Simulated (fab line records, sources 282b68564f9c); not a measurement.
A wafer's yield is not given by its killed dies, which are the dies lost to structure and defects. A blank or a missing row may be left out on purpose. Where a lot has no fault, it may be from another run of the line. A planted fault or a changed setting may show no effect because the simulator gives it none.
Chamber matching ; flow ritCmos ; RIT_GATE_ETCH_19 on rieSi-02 has 4 sister chambers
The step etches poly-Si in SF6/CHF3/O2, stops on SiO2, time 172.7 s, target depth 312.5 nm. 8 wafers are shown with their chamber, then 7 later ones without.

== WAFERS PAIRED WITH THEIR CHAMBERS ==
wafer;chamber;throttleValvePct (%);drypumpMotorCurrentA (A)
L687.2;0;10.56;6.4
L687.4;3;10.19;6.3
L689.6;2;10.23;6.0
L693.1;1;10.04;5.2
L693.3;2;10.23;6.0
L693.6;0;10.56;6.4
L695.3;3;10.20;6.4
L695.4;1;10.05;5.2

== WAFERS WITH NO CHAMBER GIVEN ==
wafer;throttleValvePct (%);drypumpMotorCurrentA (A)
L695.5;10.56;6.4
L701.1;10.06;5.2
L701.3;10.23;6.0
L701.6;10.06;5.2
L707.2;10.56;6.4
L707.4;10.06;5.2
L707.6;10.56;6.4

== WHICH CHAMBER EACH ONE RAN IN ==
wafer;from the rows above;in truth
L695.5;0;0
L701.1;1;1
L701.3;2;2
L701.6;1;1
L707.2;0;0
L707.4;1;1
L707.6;0;0
Correct placement for 7 of the 7. Left unplaced by these rows: 0. 0 placed wrongly.
How it was worked out, from the rows above alone: a wafer's distance from a chamber is the root of the sum, over the readings, of the square of ((its reading less the chamber's mean) divided by the reading's scatter). The wafer belongs to the nearest chamber; if the next one is less than 2 further off, it can't be placed. Each chamber's mean is taken over the wafers shown for it. How the scatter is found: for the shown wafers, subtract from each reading the mean of its chamber, square and add these, divide the total by (wafers less chambers), then take the root.
